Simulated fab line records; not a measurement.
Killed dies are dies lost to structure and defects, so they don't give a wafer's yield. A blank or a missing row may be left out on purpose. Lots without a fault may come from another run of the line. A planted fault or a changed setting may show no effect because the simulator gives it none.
Struck lot and sound lot, side by side / flow rit_cmos / 17 steps out of a route of 202
Sound: the wafers L307.2, L307.4, L307.5. Wafers struck: L312.1, L312.5, L312.6. At the end, the cause is stated.
Per side, at each step with rows, come the tool, then ch with its chambers, and then its first start. Under that, the readings that differ: sound wafers / struck wafers / difference of the means / sigmas: that difference in standard deviations of wafers without a fault.
alike: words and numbers the same on both sides, and readings whose means are apart by under 2 such deviations; not compared: readings that were withheld, readings missing a value for some wafer, numbers with overlapping values and no deviation given by the record, and bounds like >300 which may hide the same value.
Wherever a step has rows on one side only, a row that says differs or no value, or a row with sigmas, the two part there. When numbers do not overlap yet have no deviation, they are printed without sigmas and do not part them. A reading that every wafer of one side lacks parts them only if that side has two wafers or more.

RIT_PWELL_TW_MEAS_10:
  sound on film_metro-01, day 2 12:14; struck on film_metro-04, day 3 12:47
  alike: PWELL_TW
then, 1 step without rows for these wafers: RIT_WELLDRIVE_ANNEAL_00 (time 14700 s).
RIT_WELLDRIVE_RS_MEAS_01: the measuring method here is four-point-probe.
  sound on film_metro-04, day 2 18:25; struck on film_metro-04, day 3 20:37
  alike: NWELL_RS
RIT_WELLDRIVE_RS_MEAS_02: the measuring method here is four-point-probe.
  sound on film_metro-04, day 2 18:32; struck on film_metro-04, day 3 20:44
  alike: PWELL_RS
then, 6 steps without rows for these wafers: RIT_NRETRO_HMDS_00 (prime time 60 s); RIT_NRETRO_COAT_01 (resist thk 1300 nm); RIT_NRETRO_SOFTBAKE_02 (time 60 s); RIT_NRETRO_EXPOSE_03 (exposes mask M4, target cd 43900 nm); RIT_NRETRO_PEB_04; RIT_NRETRO_DEVELOP_05 (develop time 68 s).
RIT_NRETRO_OVL_MEAS_06:
  sound on overlay-02, day 2 19:38; struck on overlay-01, day 3 21:44
reading=NRETRO_OVL (nm); sound=-2.9 -2.2 -0.9; struck=1.1 1.0 0.7; difference=+2.9; sigmas=+2
then, 1 step without rows for these wafers: RIT_NRETRO_HARDBAKE_07 (time 120 s).
RIT_NRETRO_IMPLANT_08:
  sound on implanter-01 ch 0, day 2 19:56; struck on implanter-04 ch 0, day 3 22:01
reading=beam_energy_keV; sound=70.005 70.014 69.986; struck=79.110 79.103 79.079; difference=+9.096; sigmas=+99 or more
reading=model.implant.rp_nm (nm); sound=80.94 80.94 80.94; struck=94.25 94.25 94.25; difference=+13.31; sigmas=
reading=model.implant.drp_nm (nm); sound=33.94 33.94 33.94; struck=37.58 37.58 37.58; difference=+3.64; sigmas=
  alike: dose_ions_cm2
RIT_NRETRO_STRIP_09: strips in O2, time 180 s.
  sound on plasma_asher-03 ch 1, day 2 20:04; struck on plasma_asher-01 ch 0,1, day 3 22:10
  alike: drypump_motor_current_A, o2_flow_sccm
  not compared: rf_hours_counter_h
RIT_NRETRO_TW_MEAS_10:
  sound on film_metro-02, day 2 20:15; struck on film_metro-03, day 3 22:21
reading=NRETRO_TW; sound=1047 1044 1045; struck=1071 1073 1071; difference=+26; sigmas=+3
then, 1 step without rows for these wafers: RIT_PRETRO_HMDS_00 (prime time 60 s).
RIT_M1_PROBE_99:
  sound on prober-01, day 4 02:08; struck on prober-01, day 5 02:12
reading=model.etest.cap_p_gate.c_min_ff_um2; sound=2.333 2.358 2.347; struck=2.294 2.302 2.317; difference=-0.042; sigmas=
reading=model.etest.pmos_0p15.vt_long_v (V); sound=-0.5618 -0.5492 -0.5615; struck=-0.5473 -0.5429 -0.5362; difference=+0.0154; sigmas=
reading=model.etest.pmos_narrow.vt_v (V); sound=-0.4812 -0.4706 -0.4812; struck=-0.4644 -0.4637 -0.4581; difference=+0.0156; sigmas=
  alike: killed_at_contacts, killed_at_front_end, killed_dies, killed_open, killed_short
  not compared: model.etest.pmos_0p3.vt_v, model.etest.pmos_0p3.vt_sat_v

WHERE THEY PART
Earliest at RIT_NRETRO_OVL_MEAS_06; latest, in this record, at RIT_NRETRO_TW_MEAS_10. Later steps at which nothing parts them and some readings are alike: RIT_M1_PROBE_99.

WHY: what had been put in by the simulator
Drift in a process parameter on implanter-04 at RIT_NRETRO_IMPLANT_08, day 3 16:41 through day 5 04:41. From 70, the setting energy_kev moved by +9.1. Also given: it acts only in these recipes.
